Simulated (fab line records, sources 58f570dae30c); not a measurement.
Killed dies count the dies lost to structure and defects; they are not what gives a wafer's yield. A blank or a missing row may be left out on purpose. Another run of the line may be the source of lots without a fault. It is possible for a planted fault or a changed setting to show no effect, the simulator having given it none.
A struck lot beside a sound one || flow berkeley cmos170 || 44 steps out of a route of 331
Sound: wafers L838.1, L838.4, L838.5. Struck: wafers L842.2, L842.3, L842.6. The cause comes at the end.
For every step that has rows: the tool of each side, followed by ch and its chambers, followed by its first start. Under that, the readings that differ: sound wafers || struck wafers || difference of the means || sigmas: that difference in standard deviations of wafers without a fault.
alike: readings whose means differ by less than 2 such deviations, and words and numbers that are the same on both sides. not compared: withheld readings, readings that some wafer has no value for, bounds like >300 that may hide the same value, and numbers for which the record gives no deviation and whose values overlap.
The two part at a step that has a row with sigmas, a row that says differs or no value, or rows on one side only. Non-overlapping numbers with no deviation appear without sigmas and do not part them. Lack of a reading on every wafer of one side parts them only where that side has two or more wafers.

first, 6 steps without rows for these wafers: UCB170_V1_HMDS_06 (prime time 60 s); UCB170_V1_COAT_07 (resist thk 900 nm); UCB170_V1_SOFTBAKE_08 (time 60 s); UCB170_V1_EXPOSE_09 (exposes mask VIA1, target cd 700 nm); UCB170_V1_PEB_10; UCB170_V1_DEVELOP_11 (develop time 45 s).
UCB170_V1_CD_MEAS_12: the cd target is 700 nm.
  sound on cd sem-02 at day 10 10:24; struck on cd sem-02 at day 11 00:03
  alike: cd nm
UCB170_V1_OVL_MEAS_13:
  sound on overlay-01 at day 10 10:31; struck on overlay-02 at day 11 00:10
  alike: V1_OVL
UCB170_V1_ETCH_14: etches SiO2 in CHF3/CF4/Ar, stops on Al, target depth 1250 nm, time 291 s.
  sound on rie diel-04 ch 0,1,2, day 10 10:34; struck on rie diel-02 ch 1,3, day 11 00:11
  alike: cf4 flow sccm, drypump motor current A, oes product au, throttle valve pct
  not compared: rf hours counter h
UCB170_V1_STRIP_15: strips in O2.
  sound on plasma asher-04 ch 0,1, day 10 10:44; struck on plasma asher-04 ch 0,1, day 11 00:22
  alike: drypump motor current A, oes product au, strip time to endpoint s
  not compared: rf hours counter h
UCB170_V1_CD_MEAS_90: the cd target is 700 nm.
  sound on cd sem-02 at day 10 10:50; struck on cd sem-01 at day 11 00:29
  alike: cd nm
then, 1 step without rows for these wafers: UCB170_M2_PRE_CLEAN_00 (preclean etch time 60 s).
UCB170_M2_SPUTTER_01: material Al, target thk 900 nm, time 120 s.
  sound on pvd sputter-02 at day 10 11:02; struck on pvd sputter-03 at day 11 00:39
{"reading": "model.Al_of_M2_SPUTTER_01.thk nm (nm)", "sound": "881.2 878.3 886.6", "struck": "949 945.9 952.2", "difference": "+67", "sigmas": ""}
  alike: throttle valve pct
UCB170_M2_RS_MEAS_02: measurement is done with a four-point probe.
  sound on film metro-01 at day 10 11:07; struck on film metro-03 at day 11 00:46
{"reading": "M2_AL_RS (ohm/sq)", "sound": "0.0329 0.0329 0.0328", "struck": "0.0305 0.0306 0.0303", "difference": -0.0024, "sigmas": -5}
UCB170_M2_THK_MEAS_03: measures by xrf.
  sound on film metro-01 at day 10 11:14; struck on film metro-03 at day 11 00:52
{"reading": "M2_AL_THK (nm)", "sound": "890 883 893", "struck": "954 949 952", "difference": "+63", "sigmas": "+4"}
then, 3 steps without rows for these wafers: UCB170_M2_HMDS_04 (prime time 60 s); UCB170_M2_COAT_05 (resist thk 900 nm); UCB170_M2_SOFTBAKE_06 (time 60 s).
UCB170_M2_STRIP_07: strips in O2.
  sound on plasma asher-02 ch 1, day 10 11:44; struck on plasma asher-01 ch 0, day 11 01:22
{"reading": "oes product au (a.u.)", "sound": "0.731 0.722 0.739", "struck": "0.741 0.736 0.745", "difference": "+0.010", "sigmas": "+2"}
{"reading": "strip time to endpoint s (s)", "sound": "22.05 22.09 22.06", "struck": "21.87 21.92 21.93", "difference": -0.16, "sigmas": -2}
  alike: drypump motor current A
  not compared: rf hours counter h
then, 7 steps without rows for these wafers: UCB170_M2_STRIP_08 (strips KrF in DMSO, time 600 s); UCB170_M2_COAT_09; UCB170_M2_COAT_10 (resist thk 900 nm); UCB170_M2_SOFTBAKE_11 (time 60 s); UCB170_M2_EXPOSE_12 (exposes mask METAL2, target cd 700 nm); UCB170_M2_PEB_13; UCB170_M2_DEVELOP_14 (develop time 45 s).
UCB170_M2_CD_MEAS_15: the cd target is 700 nm.
  sound on cd sem-02 at day 10 13:04; struck on cd sem-02 at day 11 02:38
  alike: cd nm
UCB170_M2_OVL_MEAS_16:
  sound on overlay-02 at day 10 13:11; struck on overlay-02 at day 11 02:44
  alike: M2_OVL
then, 1 step without rows for these wafers: UCB170_M2_ETCH_17 (etches BARC in N2/H2).
UCB170_M2_METAL_ETCH_18: etches Al in Cl2/BCl3, stops on SiO2, target depth 1170 nm, time 195 s.
  sound on rie metal-01 ch 0,1, day 10 13:16; struck on rie metal-02 ch 0,1, day 11 02:49
{"reading": "drypump motor current A (A)", "sound": "4.9 4.7 4.7", "struck": "5.8 5.8 5.7", "difference": "+1.0", "sigmas": "+2"}
{"reading": "oes product au (a.u.)", "sound": "0.833 0.844 0.842", "struck": "0.876 0.877 0.889", "difference": "+0.041", "sigmas": "+3"}
{"reading": "model.etch.depth nm (nm)", "sound": "881.2 878.3 886.6", "struck": "949 945.9 952.2", "difference": "+67", "sigmas": ""}
{"reading": "model.M2.feature depth nm (nm)", "sound": "936.4 933.4 941.9", "struck": "1005 1002 1008", "difference": "+68", "sigmas": ""}
  alike: throttle valve pct
  not compared: rf hours counter h
UCB170_M2_STRIP_19: strips in O2.
  sound on plasma asher-01 ch 0,1, day 10 13:27; struck on plasma asher-03 ch 0,1, day 11 02:59
  alike: drypump motor current A, oes product au
  not compared: rf hours counter h
UCB170_M2_CD_MEAS_90: the cd target is 700 nm.
  sound on cd sem-02 at day 10 13:33; struck on cd sem-01 at day 11 03:07
  alike: cd nm
then, 1 step without rows for these wafers: UCB170_V2_CVD_00 (deposits SiO2 from TEOS/O2, target thk 2000 nm, time 250 s).
UCB170_V2_THK_MEAS_01:
  sound on film metro-04 at day 10 13:50; struck on film metro-02 at day 11 03:23
  alike: V2_TEOS_THK
UCB170_V2_CMP_02: polishes SiO2.
  sound on cmp-01 ch 0,1, day 10 13:53; struck on cmp-02 ch 0,2,3, day 11 03:29
  alike: edge zone pressure frac, motor current A
UCB170_V2_BOW_MEAS_03:
  sound on film metro-04 at day 10 14:11; struck on film metro-03 at day 11 03:45
  alike: V2_BOW
UCB170_V2_THK_MEAS_04:
  sound on film metro-04 at day 10 14:19; struck on film metro-03 at day 11 03:52
  alike: V2_POLISHED_THK
then, 5 steps without rows for these wafers: UCB170_V2_CLEAN_05 (cleans in DIW); UCB170_V2_HMDS_06 (prime time 60 s); UCB170_V2_COAT_07 (resist thk 900 nm); UCB170_V2_SOFTBAKE_08 (time 60 s); UCB170_V2_EXPOSE_09 (exposes mask VIA2, target cd 700 nm).
UCB170_V2_ETCH_14: etches SiO2 in CHF3/CF4/Ar, stops on Al, target depth 1250 nm, time 291 s.
  sound on rie diel-03 ch 0,1, day 10 15:40; struck on rie diel-04 ch 0,1,3, day 11 05:35
{"reading": "model.Al_of_M2_SPUTTER_01.thk nm (nm)", "sound": "880.9 878.3 886.6", "struck": "949 945.7 952.2", "difference": "+67", "sigmas": ""}
  alike: cf4 flow sccm, drypump motor current A, oes product au, throttle valve pct
  not compared: rf hours counter h
then, 1 step without rows for these wafers: UCB170_M3_PROBE_99.

## WHERE THEY PART
Last at UCB170_M2_METAL_ETCH_18 as far as this record goes, first at UCB170_M2_RS_MEAS_02. Later steps at which nothing parts them and some readings are alike: UCB170_M2_STRIP_19, UCB170_M2_CD_MEAS_90, UCB170_V2_THK_MEAS_01, UCB170_V2_CMP_02, UCB170_V2_BOW_MEAS_03, UCB170_V2_THK_MEAS_04, UCB170_V2_ETCH_14.

WHY: whatever the simulator had introduced
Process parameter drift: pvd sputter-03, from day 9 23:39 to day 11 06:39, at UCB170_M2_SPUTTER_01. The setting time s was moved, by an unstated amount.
